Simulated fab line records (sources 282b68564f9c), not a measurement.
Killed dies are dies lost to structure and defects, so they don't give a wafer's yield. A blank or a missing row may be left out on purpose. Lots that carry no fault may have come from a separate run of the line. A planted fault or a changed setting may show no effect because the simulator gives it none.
A lot that was struck, set against a sound lot | flow rit_cmos | 18 out of 202 route steps
Sound: these wafers, L350.1, L350.5, L350.6. Wafers L355.4, L355.5, L355.6 were the ones struck. Last of all comes the cause.
Each step with rows lists, per side, the tool, then ch with its chambers, then its first start. Under that, the readings that differ: sound wafers | struck wafers | difference of the means | sigmas: that difference in standard deviations of wafers without a fault.
alike: readings with means less than 2 such deviations apart, plus words and numbers identical on both sides. not compared: withheld readings, readings lacking a value on some wafer, bounds such as >300 that could conceal the same value, and numbers that have no deviation in the record and whose values overlap.
Wherever a step has rows on one side only, a row that says differs or no value, or a row with sigmas, the two part there. Numbers that have no deviation but don't overlap get no sigmas and don't part them. Lack of a reading on every wafer of one side parts them only where that side has two or more wafers.

first, 2 steps without rows for these wafers: RIT_ACTIVE_CLEAN_17 (cleans in SC2, time 600 s); RIT_FOX1_OXIDATION_00 (target thk 350.7 nm, ox time 1130 s).
RIT_FOX1_THK_MEAS_01:
  sound on film_metro-01 at day 2 17:49; struck on film_metro-03 at day 3 18:52
  alike: FOX1_OXIDE_THK
then, 2 steps without rows for these wafers: RIT_FOX1_WET_ETCH_02 (etches SiO2 in BOE, target depth 350 nm, time 390 s); RIT_FOX2_OXIDATION_00 (target thk 350.7 nm, ox time 1130 s).
RIT_FOX2_THK_MEAS_01:
  sound on film_metro-03 at day 2 19:19; struck on film_metro-03 at day 3 20:24
  alike: FOX2_OXIDE_THK
then, 2 steps without rows for these wafers: RIT_FOX2_CLEAN_02 (cleans in dHF, time 180 s); RIT_FOX2_WET_ETCH_03 (etches Si3N4 in H3PO4, target depth 195 nm, time 2700 s).
RIT_FOX2_THK_MEAS_90:
  sound on film_metro-03 at day 2 20:11; struck on film_metro-03 at day 3 21:16
  alike: FIELD_OXIDE_LEFT_1_THK
then, 3 steps without rows for these wafers: RIT_NWELL_HMDS_00 (prime time 60 s); RIT_NWELL_COAT_01 (resist thk 1300 nm); RIT_NWELL_SOFTBAKE_02 (time 60 s).
RIT_NWELL_EXPOSE_03: exposes mask M2, target cd 43900 nm.
  sound on iline_stepper-01 ch 0, day 2 20:53; struck on iline_stepper-01 ch 0, day 3 21:49
  reading                       | sound                   | struck               | difference | sigmas
  model.NWELL.overlay_x_nm (nm) | -0.5106 -0.5106 -0.5106 | -300.1 -300.1 -300.1 | -299.6     |
  alike: mask, exposure_dose_mJ_cm2
then, 2 steps without rows for these wafers: RIT_NWELL_PEB_04; RIT_NWELL_DEVELOP_05 (develop time 68 s).
RIT_NWELL_OVL_MEAS_06:
  sound on overlay-02 at day 2 21:23; struck on overlay-01 at day 3 22:12
  reading        | sound       | struck               | difference | sigmas
  NWELL_OVL (nm) | 2.3 1.2 3.2 | -297.5 -299.3 -298.5 | -300.7     | -99 or more
then, 1 step without rows for these wafers: RIT_NWELL_HARDBAKE_07 (time 120 s).
RIT_M1_PROBE_99:
  sound on prober-02 at day 4 09:09; struck on prober-01 at day 5 12:38
  reading                                 | sound             | struck          | difference | sigmas
  model.etest.well_edge_right.line_ohm_um | 180.2 181.2 180.5 | 201.1 202 203.2 | +21.5      |
  model.etest.well_edge_left.line_ohm_um  | 182.5 180.2 184.5 | 174.4 173 171.7 | -9.4       |
  alike: killed_at_contacts, killed_at_front_end, killed_dies, killed_open, killed_short

## WHERE THEY PART
Within this record, at RIT_NWELL_OVL_MEAS_06 only. Later steps at which nothing parts them and some readings are alike: RIT_M1_PROBE_99.

WHY: the cause the simulator had injected
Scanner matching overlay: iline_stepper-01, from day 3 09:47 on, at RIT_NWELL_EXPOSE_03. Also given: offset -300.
